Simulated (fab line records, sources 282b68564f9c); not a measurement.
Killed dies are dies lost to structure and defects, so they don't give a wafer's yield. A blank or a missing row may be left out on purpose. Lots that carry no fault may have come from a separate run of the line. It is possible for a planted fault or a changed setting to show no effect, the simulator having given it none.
The tool behind it: which one? / flow rit-cmos / 7 lots, 21 wafers sampled, at 1 step of a route of 202

WHAT EACH GAUGE READ, for each wafer
RIT_NRETRO_OVL_MEAS_06.
lot=L211; measured=day 2 11:03; on=overlay-01; NRETRO_OVL (nm)=0.5 -0.3 1.3
lot=L213; measured=day 2 21:11; on=overlay-02; NRETRO_OVL (nm)=0.5 -0.6 -1.2
lot=L216; measured=day 3 11:34; on=overlay-01; NRETRO_OVL (nm)=1.0 0.0 1.9
lot=L219; measured=day 4 02:47; on=overlay-01; NRETRO_OVL (nm)=1.0 -0.2 2.0
lot=L221; measured=day 4 13:55; on=overlay-02; NRETRO_OVL (nm)=0.3 -2.0 -1.7
lot=L225; measured=day 5 08:58; on=overlay-02; NRETRO_OVL (nm)=2.3 1.9 3.5
lot=L229; measured=day 6 06:16; on=overlay-02; NRETRO_OVL (nm)=0.7 0.8 -1.8

WHAT TOOL EACH LOT RAN ON (gives the tool, then ch and the chambers of the sampled wafers, and finally the start)
No process step before these readings appears in the record.

THE ANSWER, worked out from the rows above alone
Rule: what is usual is taken from the lots themselves. The widest of any qualifying gaps counts: lots, ordered by their means at a reading, are off when they make up no more than a third of the lots, leave a main group of 4 or more, and stand apart from it by 3 or more times the standard deviation of that group's means. A main group is skipped when, at the precision printed for the reading in the tables above, its means are all equal. Also off: a lot with no number at a reading for which 4 or more lots have one. Where the step has rows for the other lots, those lots are counted as sound.
Across all readings shown, no lot is off: no conclusion can be drawn from this.

WHAT THE SIMULATOR PUT IN
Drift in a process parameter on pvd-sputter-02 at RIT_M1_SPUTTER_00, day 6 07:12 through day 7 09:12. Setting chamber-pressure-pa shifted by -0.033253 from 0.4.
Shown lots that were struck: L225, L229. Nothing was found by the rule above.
